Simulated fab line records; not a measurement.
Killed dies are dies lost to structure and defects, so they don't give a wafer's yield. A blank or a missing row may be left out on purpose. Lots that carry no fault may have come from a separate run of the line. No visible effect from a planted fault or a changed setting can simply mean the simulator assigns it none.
Which tool was responsible? || flow rit_cmos || Sampling: 15 lots, 45 wafers, 5 of 202 route steps

== WHAT THE GAUGES READ, wafer by wafer ==
RIT_WELLDRIVE_RS_MEAS_01: measurement is done with a four-point probe. Usual: NWELL_RS 275.6 ohm/sq, standard deviation 0.7.
{"lot": "L748", "measured": "day 2 05:50", "on": "film_metro-04", "NWELL_RS (ohm/sq)": "275.6 275.2 275.8", "flag": ""}
{"lot": "L750", "measured": "day 2 16:05", "on": "film_metro-02", "NWELL_RS (ohm/sq)": "274.8 274.7 274.9", "flag": ""}
{"lot": "L751", "measured": "day 2 21:03", "on": "film_metro-04", "NWELL_RS (ohm/sq)": "275.2 275.8 275.7", "flag": ""}
{"lot": "L752", "measured": "day 3 02:07", "on": "film_metro-04", "NWELL_RS (ohm/sq)": "275.1 275.7 274.4", "flag": ""}
{"lot": "L755", "measured": "day 3 15:44", "on": "film_metro-02", "NWELL_RS (ohm/sq)": "276.0 275.5 275.9", "flag": ""}
{"lot": "L756", "measured": "day 3 21:20", "on": "film_metro-03", "NWELL_RS (ohm/sq)": "274.6 274.4 274.4", "flag": ""}
{"lot": "L757", "measured": "day 4 02:40", "on": "film_metro-03", "NWELL_RS (ohm/sq)": "276.2 276.0 276.0", "flag": ""}
{"lot": "L758", "measured": "day 4 05:53", "on": "film_metro-02", "NWELL_RS (ohm/sq)": "275.4 275.3 275.2", "flag": ""}
{"lot": "L760", "measured": "day 4 23:32", "on": "film_metro-04", "NWELL_RS (ohm/sq)": "276.1 276.0 275.4", "flag": ""}
{"lot": "L761", "measured": "day 5 03:11", "on": "film_metro-03", "NWELL_RS (ohm/sq)": "276.2 276.2 275.5", "flag": ""}
{"lot": "L762", "measured": "day 5 04:37", "on": "film_metro-03", "NWELL_RS (ohm/sq)": "275.1 275.1 275.3", "flag": ""}
{"lot": "L763", "measured": "day 5 12:01", "on": "film_metro-04", "NWELL_RS (ohm/sq)": "276.8 275.6 276.4", "flag": ""}
{"lot": "L766", "measured": "day 6 09:15", "on": "film_metro-04", "NWELL_RS (ohm/sq)": "277.0 277.7 277.1", "flag": ""}
{"lot": "L768", "measured": "day 7 03:07", "on": "film_metro-02", "NWELL_RS (ohm/sq)": "274.3 275.0 275.8", "flag": ""}
{"lot": "L769", "measured": "day 7 09:08", "on": "film_metro-03", "NWELL_RS (ohm/sq)": "277.0 276.1 276.2", "flag": ""}

RIT_PRETRO_OVL_MEAS_06. Usual: PRETRO_OVL -0.9 nm, standard deviation 1.5.
{"lot": "L748", "measured": "day 2 08:45", "on": "overlay-01", "PRETRO_OVL (nm)": "-1.5 -0.8 -1.7", "flag": ""}
{"lot": "L750", "measured": "day 2 18:58", "on": "overlay-01", "PRETRO_OVL (nm)": "1.0 1.0 0.7", "flag": ""}
{"lot": "L751", "measured": "day 2 23:50", "on": "overlay-01", "PRETRO_OVL (nm)": "1.4 0.7 -1.4", "flag": ""}
{"lot": "L752", "measured": "day 3 04:47", "on": "overlay-01", "PRETRO_OVL (nm)": "1.3 -0.9 1.1", "flag": ""}
{"lot": "L755", "measured": "day 3 18:49", "on": "overlay-02", "PRETRO_OVL (nm)": "-3.2 -2.6 -2.8", "flag": ""}
{"lot": "L756", "measured": "day 4 00:13", "on": "overlay-02", "PRETRO_OVL (nm)": "-1.2 -0.4 0.6", "flag": ""}
{"lot": "L757", "measured": "day 4 05:20", "on": "overlay-01", "PRETRO_OVL (nm)": "0.2 -0.9 -0.8", "flag": ""}
{"lot": "L758", "measured": "day 4 08:47", "on": "overlay-02", "PRETRO_OVL (nm)": "-1.4 -2.6 -0.3", "flag": ""}
{"lot": "L760", "measured": "day 5 02:28", "on": "overlay-02", "PRETRO_OVL (nm)": "-1.0 1.4 -1.7", "flag": ""}
{"lot": "L761", "measured": "day 5 05:52", "on": "overlay-01", "PRETRO_OVL (nm)": "-1.8 -3.2 -2.3", "flag": ""}
{"lot": "L762", "measured": "day 5 07:17", "on": "overlay-01", "PRETRO_OVL (nm)": "0.3 -1.3 -2.3", "flag": ""}
{"lot": "L763", "measured": "day 5 14:49", "on": "overlay-01", "PRETRO_OVL (nm)": "-2.5 -2.6 -0.2", "flag": ""}
{"lot": "L766", "measured": "day 6 11:55", "on": "overlay-01", "PRETRO_OVL (nm)": "1.0 -0.7 0.2", "flag": ""}
{"lot": "L768", "measured": "day 7 05:47", "on": "overlay-01", "PRETRO_OVL (nm)": "-4.0 -1.7 -0.5", "flag": ""}
{"lot": "L769", "measured": "day 7 11:50", "on": "overlay-01", "PRETRO_OVL (nm)": "2.2 0.3 -0.2", "flag": ""}

RIT_SPACER_THK_MEAS_04. Usual: SPACER_NITRIDE_THK 250.0 nm, standard deviation 2.8.
{"lot": "L748", "measured": "day 3 00:11", "on": "film_metro-01", "SPACER_NITRIDE_THK (nm)": "244.8 246.5 244.4", "flag": ""}
{"lot": "L750", "measured": "day 3 12:27", "on": "film_metro-01", "SPACER_NITRIDE_THK (nm)": "251.8 248.7 252.9", "flag": ""}
{"lot": "L751", "measured": "day 3 15:40", "on": "film_metro-04", "SPACER_NITRIDE_THK (nm)": "251.1 252.3 251.4", "flag": ""}
{"lot": "L752", "measured": "day 3 23:14", "on": "film_metro-02", "SPACER_NITRIDE_THK (nm)": "248.1 250.5 248.7", "flag": ""}
{"lot": "L755", "measured": "day 4 13:36", "on": "film_metro-04", "SPACER_NITRIDE_THK (nm)": "252.9 252.1 254.1", "flag": ""}
{"lot": "L756", "measured": "day 4 21:16", "on": "film_metro-04", "SPACER_NITRIDE_THK (nm)": "252.7 251.7 249.5", "flag": ""}
{"lot": "L757", "measured": "day 5 01:39", "on": "film_metro-04", "SPACER_NITRIDE_THK (nm)": "251.5 252.5 252.4", "flag": ""}
{"lot": "L758", "measured": "day 5 04:28", "on": "film_metro-04", "SPACER_NITRIDE_THK (nm)": "248.3 248.1 250.0", "flag": ""}
{"lot": "L760", "measured": "day 5 21:38", "on": "film_metro-04", "SPACER_NITRIDE_THK (nm)": "252.5 252.1 250.5", "flag": ""}
{"lot": "L761", "measured": "day 6 04:56", "on": "film_metro-01", "SPACER_NITRIDE_THK (nm)": "244.2 243.9 243.9", "flag": ""}
{"lot": "L762", "measured": "day 6 05:34", "on": "film_metro-01", "SPACER_NITRIDE_THK (nm)": "246.0 247.6 249.0", "flag": ""}
{"lot": "L763", "measured": "day 7 01:24", "on": "film_metro-04", "SPACER_NITRIDE_THK (nm)": "494.8 496.9 499.1", "flag": "OFF"}
{"lot": "L766", "measured": "day 7 18:58", "on": "film_metro-01", "SPACER_NITRIDE_THK (nm)": "499.1 496.8 500.6", "flag": "OFF"}
{"lot": "L768", "measured": "day 8 02:26", "on": "film_metro-01", "SPACER_NITRIDE_THK (nm)": "501.6 506.6 504.2", "flag": "OFF"}
{"lot": "L769", "measured": "day 8 04:53", "on": "film_metro-02", "SPACER_NITRIDE_THK (nm)": "242.9 243.8 243.6", "flag": ""}

== WHICH TOOL RAN EACH LOT (tool, then ch and the chambers of the sampled wafers, then the start) ==
{"lot": "L748", "RIT_NWELL_STRIP_09": "plasma_asher-01 ch 0,1, day 1 22:54", "RIT_SPACER_CVD_03": "lpcvd-02 ch 0, day 2 22:16"}
{"lot": "L750", "RIT_NWELL_STRIP_09": "plasma_asher-01 ch 0,1, day 2 08:07", "RIT_SPACER_CVD_03": "lpcvd-02 ch 1, day 3 10:32"}
{"lot": "L751", "RIT_NWELL_STRIP_09": "plasma_asher-01 ch 0,1, day 2 13:28", "RIT_SPACER_CVD_03": "lpcvd-01 ch 1, day 3 13:45"}
{"lot": "L752", "RIT_NWELL_STRIP_09": "plasma_asher-04 ch 0,1, day 2 17:37", "RIT_SPACER_CVD_03": "lpcvd-02 ch 1, day 3 21:20"}
{"lot": "L755", "RIT_NWELL_STRIP_09": "plasma_asher-03 ch 0,1, day 3 08:44", "RIT_SPACER_CVD_03": "lpcvd-02 ch 0, day 4 11:41"}
{"lot": "L756", "RIT_NWELL_STRIP_09": "plasma_asher-03 ch 0,1, day 3 14:27", "RIT_SPACER_CVD_03": "lpcvd-02 ch 0, day 4 19:20"}
{"lot": "L757", "RIT_NWELL_STRIP_09": "plasma_asher-04 ch 0,1, day 3 19:33", "RIT_SPACER_CVD_03": "lpcvd-02 ch 0, day 4 23:44"}
{"lot": "L758", "RIT_NWELL_STRIP_09": "plasma_asher-01 ch 0,1, day 3 23:02", "RIT_SPACER_CVD_03": "lpcvd-02 ch 1, day 5 02:32"}
{"lot": "L760", "RIT_NWELL_STRIP_09": "plasma_asher-03 ch 0,1, day 4 15:56", "RIT_SPACER_CVD_03": "lpcvd-01 ch 0, day 5 19:43"}
{"lot": "L761", "RIT_NWELL_STRIP_09": "plasma_asher-04 ch 0,1, day 4 19:48", "RIT_SPACER_CVD_03": "lpcvd-02 ch 1, day 6 03:01"}
{"lot": "L762", "RIT_NWELL_STRIP_09": "plasma_asher-01 ch 0,1, day 4 21:07", "RIT_SPACER_CVD_03": "lpcvd-01 ch 1, day 6 03:39"}
{"lot": "L763", "RIT_NWELL_STRIP_09": "plasma_asher-01 ch 0, day 5 02:41", "RIT_SPACER_CVD_03": "lpcvd-01 ch 1, day 6 20:50 and lpcvd-02 ch 1, day 6 23:29"}
{"lot": "L766", "RIT_NWELL_STRIP_09": "plasma_asher-01 ch 0,1, day 5 21:53", "RIT_SPACER_CVD_03": "lpcvd-01 ch 0, day 7 14:58"}
{"lot": "L768", "RIT_NWELL_STRIP_09": "plasma_asher-03 ch 0,1, day 6 15:49", "RIT_SPACER_CVD_03": "lpcvd-02 ch 1, day 7 22:26"}
{"lot": "L769", "RIT_NWELL_STRIP_09": "plasma_asher-04 ch 0,1, day 6 22:27", "RIT_SPACER_CVD_03": "lpcvd-02 ch 1, day 8 02:56"}
- RIT_NWELL_STRIP_09: strips in O2, time 180 s.
- RIT_SPACER_CVD_03: deposits Si3N4 from SiH2Cl2/NH3, target thk 250 nm, time 3300 s.

== AS READ BY THE TOOLS THEMSELVES (means over the sampled wafers that have a number; for cases with no such wafer, the mark the record gives instead) ==
RIT_NWELL_STRIP_09. Usual: 5.9 A for drypump_motor_current_A, sd 0.48.
{"lot": "L748", "tool": "plasma_asher-01", "drypump_motor_current_A (A)": 5.6, "flag": ""}
{"lot": "L750", "tool": "plasma_asher-01", "drypump_motor_current_A (A)": 5.7, "flag": ""}
{"lot": "L751", "tool": "plasma_asher-01", "drypump_motor_current_A (A)": 5.5, "flag": ""}
{"lot": "L752", "tool": "plasma_asher-04", "drypump_motor_current_A (A)": 5.7, "flag": ""}
{"lot": "L755", "tool": "plasma_asher-03", "drypump_motor_current_A (A)": 6.5, "flag": ""}
{"lot": "L756", "tool": "plasma_asher-03", "drypump_motor_current_A (A)": 6.5, "flag": ""}
{"lot": "L757", "tool": "plasma_asher-04", "drypump_motor_current_A (A)": 5.7, "flag": ""}
{"lot": "L758", "tool": "plasma_asher-01", "drypump_motor_current_A (A)": 5.7, "flag": ""}
{"lot": "L760", "tool": "plasma_asher-03", "drypump_motor_current_A (A)": 6.6, "flag": ""}
{"lot": "L761", "tool": "plasma_asher-04", "drypump_motor_current_A (A)": 5.6, "flag": ""}
{"lot": "L762", "tool": "plasma_asher-01", "drypump_motor_current_A (A)": 5.5, "flag": ""}
{"lot": "L763", "tool": "plasma_asher-01", "drypump_motor_current_A (A)": 5.4, "flag": ""}
{"lot": "L766", "tool": "plasma_asher-01", "drypump_motor_current_A (A)": 5.5, "flag": ""}
{"lot": "L768", "tool": "plasma_asher-03", "drypump_motor_current_A (A)": 6.6, "flag": ""}
{"lot": "L769", "tool": "plasma_asher-04", "drypump_motor_current_A (A)": 5.5, "flag": ""}

RIT_SPACER_CVD_03. Usual: 813.0 C for spike_tc_centre_C, sd 0.93.
{"lot": "L748", "tool": "lpcvd-02", "spike_tc_centre_C (C)": 813.0, "flag": ""}
{"lot": "L750", "tool": "lpcvd-02", "spike_tc_centre_C (C)": 812.8, "flag": ""}
{"lot": "L751", "tool": "lpcvd-01", "spike_tc_centre_C (C)": 813.7, "flag": ""}
{"lot": "L752", "tool": "lpcvd-02", "spike_tc_centre_C (C)": 813.3, "flag": ""}
{"lot": "L755", "tool": "lpcvd-02", "spike_tc_centre_C (C)": 813.0, "flag": ""}
{"lot": "L756", "tool": "lpcvd-02", "spike_tc_centre_C (C)": 812.8, "flag": ""}
{"lot": "L757", "tool": "lpcvd-02", "spike_tc_centre_C (C)": 812.8, "flag": ""}
{"lot": "L758", "tool": "lpcvd-02", "spike_tc_centre_C (C)": 812.4, "flag": ""}
{"lot": "L760", "tool": "lpcvd-01", "spike_tc_centre_C (C)": 812.2, "flag": ""}
{"lot": "L761", "tool": "lpcvd-02", "spike_tc_centre_C (C)": 812.5, "flag": ""}
{"lot": "L762", "tool": "lpcvd-01", "spike_tc_centre_C (C)": 813.0, "flag": ""}
{"lot": "L763", "tool": "lpcvd-01/lpcvd-02", "spike_tc_centre_C (C)": 812.9, "flag": ""}
{"lot": "L766", "tool": "lpcvd-01", "spike_tc_centre_C (C)": 812.9, "flag": ""}
{"lot": "L768", "tool": "lpcvd-02", "spike_tc_centre_C (C)": 813.0, "flag": ""}
{"lot": "L769", "tool": "lpcvd-02", "spike_tc_centre_C (C)": 812.2, "flag": ""}

== THE ANSWER, worked out from the rows above alone ==
Rule: a lot counts as off when the mean over its wafers that have a number is more than 3 standard deviations away from the usual mean. A lot without any number at a reading at which 4 lots or more have one is off too. The other lots that the step has rows for count as sound. The gauges are gone through in route order, then the tools' own readings, and for those a lot's mean is taken as printed above. At the first step where some lot is off, the reading lying furthest off is the one used; lots without a number count as furthest.
Off: L763, L766, L768, at RIT_SPACER_THK_MEAS_04 (SPACER_NITRIDE_THK).
A tool fits if, at a process step before that reading, it ran every lot that is off, and no sound lot after the first of them. Those tools and the gauges at RIT_SPACER_THK_MEAS_04 are tried in the same way. None of those tried fits.

== WHAT HAD BEEN PUT IN BY THE SIMULATOR ==
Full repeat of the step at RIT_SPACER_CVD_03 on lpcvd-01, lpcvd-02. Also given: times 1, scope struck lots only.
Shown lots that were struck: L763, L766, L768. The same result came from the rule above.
